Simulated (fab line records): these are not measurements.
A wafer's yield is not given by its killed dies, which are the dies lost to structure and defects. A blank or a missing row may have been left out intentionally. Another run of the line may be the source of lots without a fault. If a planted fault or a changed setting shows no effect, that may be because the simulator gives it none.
8D (eight disciplines) problem report, filled in by code / flow berkeley cmos170 / the parts of the form that need people (team, actions taken, sign-off) are left out

## 1. WHAT WENT WRONG
Mean of developer temp C at UCB170_PFIELD_DEVELOP_05: 23.07 C across 6 wafers in 2 lots; on wafers with no fault it is 20.99 C (standard deviation 0.12). That is +17 standard deviations from the usual mean.
The step: develop time 45 s.
First seen on wafer L344.2, day 8 02:00, on litho track-01. At this step, 42 wafers from 14 lots have a number in the record. By rule, "out" or "out of limits" means more than 4 standard deviations away from the usual mean. The rest of the wafers with a number are treated as sound.

## 2. WHAT IT IS AND WHAT IT IS NOT
question=which readings at this step | is=developer temp C | is not=-
question=which lots | is=L344, L346 | is not=L328, L330, L331, L333, L334, L335, L336, L338, L340, L348, L349, L350
question=which wafers of those lots | is=all that have a number | is not=-
question=read on which tools | is=litho track-01 | is not=litho track-02, litho track-04
question=when | is=from day 8 02:00 | is not=up to then (27 sound wafers); but 9 sound wafers of L348, L349, L350 came after

## 3. SUSPECTS, AND WHAT RULES EACH OUT
Counting: a tool stays on the suspect list if, at a process step up to the reading, it processed all lots that are out and no sound lot following the first of them.
- litho track-01 at UCB170_PFIELD_DEVELOP_05 (develop time 45 s): kept. It processed each lot that is out, first L344 at day 8 02:00, and no sound lot thereafter; up to then, the last sound lot it processed was L336 at day 5 21:00. Its own readings are out on those wafers: developer temp C.
Left after counting: litho track-01 at UCB170_PFIELD_DEVELOP_05.

## 4. THE CAUSE (what the simulator had put in)
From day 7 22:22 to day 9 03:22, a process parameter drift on litho track-01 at UCB170_PFIELD_DEVELOP_05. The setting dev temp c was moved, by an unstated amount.
Only this tool survived the counting.

## 5. THE CHAIN OF EFFECTS, in route order
Rows list readings where the struck wafers' mean (over those with a number) sits beyond 3 standard deviations from the usual. Readings are gone through only where the record gives a usual standard deviation; hours: the median, over the lots, of the time from a lot's start at the first step in this table giving one to that lot's start at this step; sigmas: the change measured in usual standard deviations.
hours=0; step=UCB170_PFIELD_DEVELOP_05; reading=developer temp C; usual=20.99 C; on struck wafers=23.07; change=+2.08; sigmas=+17
Process steps it contains:
- UCB170_PFIELD_DEVELOP_05: develop time 45 s.

## 6. HOW IT WOULD HAVE BEEN CAUGHT EARLIER
4 hours passed between the start of the fault at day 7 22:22 and the first reading out of limits in this record, taken at day 8 02:00.
